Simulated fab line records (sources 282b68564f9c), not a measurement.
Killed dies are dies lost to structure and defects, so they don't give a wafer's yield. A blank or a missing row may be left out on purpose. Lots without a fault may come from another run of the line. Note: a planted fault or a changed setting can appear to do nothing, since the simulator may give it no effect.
fab line records | flow rit-cmos
[record] lots = 15 | wafers = 45 | last-day = 7
route steps=202 shown ACTIVE@9
lots that met no fault: taken from a fault-free run of the same line
start-h: hours from the record's first day to the start of the lot's first wafer shown | wait-h: hours from the lot's prior step to this one | " the same as in the row above | L1.1+2: one row covering several wafers at once | - no value, or no start was given | * or withheld: withheld | < > ~ a bound
route shown NAME@n: names a module that has steps shown in the file, with the first one's number in the route | usual: average and standard deviation across the fault-free wafers | same: alike in all rows | chamber/n: place in a boat | sites: the reading at each site | _std_site: standard deviation across them | _edge_site: mean of outer sites minus mean of inner sites | radius-mm: how far each site lies from the wafer's centre | mask NAME#n: copy n | behind: tool/chamber where the wafer was last shaped | hold: cause of the lot's hold/its duration in hours/its outcome | device: names the non-switching transistor (n, p or np) | end of line: at the end of the route, the tests of the same wafers | a step with no rows: only its recipe | killed: not the wafer's yield, but the dies lost to structure and defects at the first sort | map: a wafer's dies, marking killed ones x, the rest . and places with no die _
set.NAME: the setting as run; set.NAME@STEP: as run at that earlier step | model.NAME: the simulator's own value behind a step, which no gauge read
route steps across a sampled set of lots; one table per step, one row per wafer
services: from which hour (start-h, from the record's first day; less than 0 if before it) a tool's chamber was out of use, for how many hours, and why
[[steps]]
[step RIT_ACTIVE_EXPOSE_08]
[recipe] mask-id = M1 | na = 0.6 | source-shape = conventional | sigma-outer = 0.6 | target-cd-nm = 1400 | dose-mj = 225
[usual] exposure-dose-mJ-cm2 = 224.56/0.22 | focus-offset-nm = 0.0/0.57
lot.wafer | tool             | chamber | start-h | wait-h | mask | exposure-dose-mJ-cm2 | focus-offset-nm
L260.1    | iline-stepper-02 | 0       | 17.06   | 0.2    | M1#0 | 224.44               | 0.2
L260.4    | "                | 0       | "       | "      | M1#0 | 224.55               | -0.2
L260.5    | "                | 0       | "       | "      | M1#0 | 224.29               | -0.7
L261.1    | iline-stepper-02 | 0       | 20.20   | 0.1    | M1#0 | 224.91               | 0.5
L261.3    | "                | 0       | "       | "      | M1#0 | 224.87               | -0.6
L261.6    | "                | 0       | "       | "      | M1#0 | 224.41               | 0.2
L263.2    | iline-stepper-01 | 0       | 29.68   | 0.2    | M1#0 | 224.41               | 0.0
L263.5    | "                | 0       | "       | "      | M1#0 | 224.52               | -0.5
L263.6    | "                | 0       | "       | "      | M1#0 | 224.66               | 0.0
L264.1    | iline-stepper-02 | 0       | 34.69   | 0.2    | M1#0 | 224.53               | 0.2
L264.2    | "                | 0       | "       | "      | M1#0 | 224.59               | -0.5
L264.3    | "                | 0       | "       | "      | M1#0 | 224.55               | 0.0
L265.1    | iline-stepper-02 | 0       | 39.94   | 0.1    | M1#0 | 224.75               | -0.2
L265.3    | "                | 0       | "       | "      | M1#0 | 224.42               | 0.7
L265.4    | "                | 0       | "       | "      | M1#0 | 224.18               | 0.2
L267.3    | iline-stepper-02 | -       | 49.69   | 0.1    | M1#0 | -                    | -
L267.5    | "                | -       | "       | "      | M1#0 | -                    | -
L267.6    | "                | -       | "       | "      | M1#0 | -                    | -
L268.1    | iline-stepper-01 | -       | 56.28   | 0.2    | M1#0 | -                    | -
L268.2    | "                | -       | "       | "      | M1#0 | -                    | -
L268.3    | "                | -       | "       | "      | M1#0 | -                    | -
L269.4    | iline-stepper-02 | -       | 61.43   | 0.2    | M1#0 | -                    | -
L269.5    | "                | -       | "       | "      | M1#0 | -                    | -
L269.6    | "                | -       | "       | "      | M1#0 | -                    | -
L276.1    | iline-stepper-01 | 0       | 94.17   | 0.2    | M1#0 | 224.57               | -1.1
L276.3    | "                | 0       | "       | "      | M1#0 | 224.65               | -1.4
L276.5    | "                | 0       | "       | "      | M1#0 | 224.55               | -1.8
L277.3    | iline-stepper-02 | 0       | 104.33  | 0.2    | M1#0 | 224.84               | 0.0
L277.4    | "                | 0       | "       | "      | M1#0 | 224.61               | -0.2
L277.5    | "                | 0       | "       | "      | M1#0 | 224.69               | -0.2
L279.1    | iline-stepper-01 | 0       | 109.47  | 0.2    | M1#0 | 224.46               | -0.5
L279.3    | "                | 0       | "       | "      | M1#0 | 224.42               | -0.8
L279.5    | "                | 0       | "       | "      | M1#0 | 224.30               | -0.1
L280.1    | iline-stepper-02 | 0       | 117.90  | 0.2    | M1#0 | 224.46               | -0.7
L280.5    | "                | 0       | "       | "      | M1#0 | 224.33               | -0.2
L280.6    | "                | 0       | "       | "      | M1#0 | 224.41               | -0.8
L281.2    | iline-stepper-01 | 0       | 122.63  | 0.2    | M1#0 | 224.66               | 0.2
L281.5    | "                | 0       | "       | "      | M1#0 | 224.44               | -0.1
L281.6    | "                | 0       | "       | "      | M1#0 | 224.23               | -0.7
L282.1    | iline-stepper-02 | 0       | 124.85  | 0.2    | M1#0 | 224.87               | 0.5
L282.2    | "                | 0       | "       | "      | M1#0 | 224.59               | -0.5
L282.4    | "                | 0       | "       | "      | M1#0 | 224.45               | -0.3
L283.4    | iline-stepper-02 | 0       | 129.10  | 0.1    | M1#0 | 224.68               | 0.0
L283.5    | "                | 0       | "       | "      | M1#0 | 224.21               | 0.5
L283.6    | "                | 0       | "       | "      | M1#0 | 224.45               | 0.1
[[services]]
tool             | chamber | start-h | hours | kind
iline-stepper-02 | -       | 5.16    | 0.8   | pm
iline-stepper-01 | -       | 14.34   | 11.3  | repair
iline-stepper-02 | 0       | 17.34   | -     | calibration
iline-stepper-01 | -       | 56.46   | 3.6   | repair
iline-stepper-02 | -       | 92.58   | 1.7   | pm
[[key]]
[first-sign] step = RIT_ACTIVE_EXPOSE_08 | reading = tool-record | direction = missing
effect none on later readings
met-at RIT_ACTIVE_EXPOSE_08
struck-lots L267,L268,L269
later-rows-left-out L267.3,L267.5,L267.6,L268.1,L268.2,L268.3,L269.4,L269.5,L269.6
sort-left-out L267.3,L267.5,L267.6,L268.1,L268.2,L268.3,L269.4,L269.5,L269.6
tester-left-out L267,L268,L269
onset-between 39.94 49.69
[fault] kind = skipped-step-whole | tool = iline-stepper-01,iline-stepper-02 | chamber = - | onset-h = 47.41 | steps = RIT_ACTIVE_EXPOSE_08 | scope = struck-lots-only
// tester-left-out: of these lots the tester's yield and bins aren't shown, on N5 and GAA mostly nor the transistor test; their killed dies are dies lost to structure and defects alone, not to doping, threshold or leakage, so they don't give the yield
// sort-left-out: the simulated sort isn't trusted on such a fault, so these wafers' sort isn't shown, and their yield isn't known
// later-rows-left-out: the simulator's readings of these wafers behind a module that went badly wrong aren't trusted and aren't shown, but for the sort
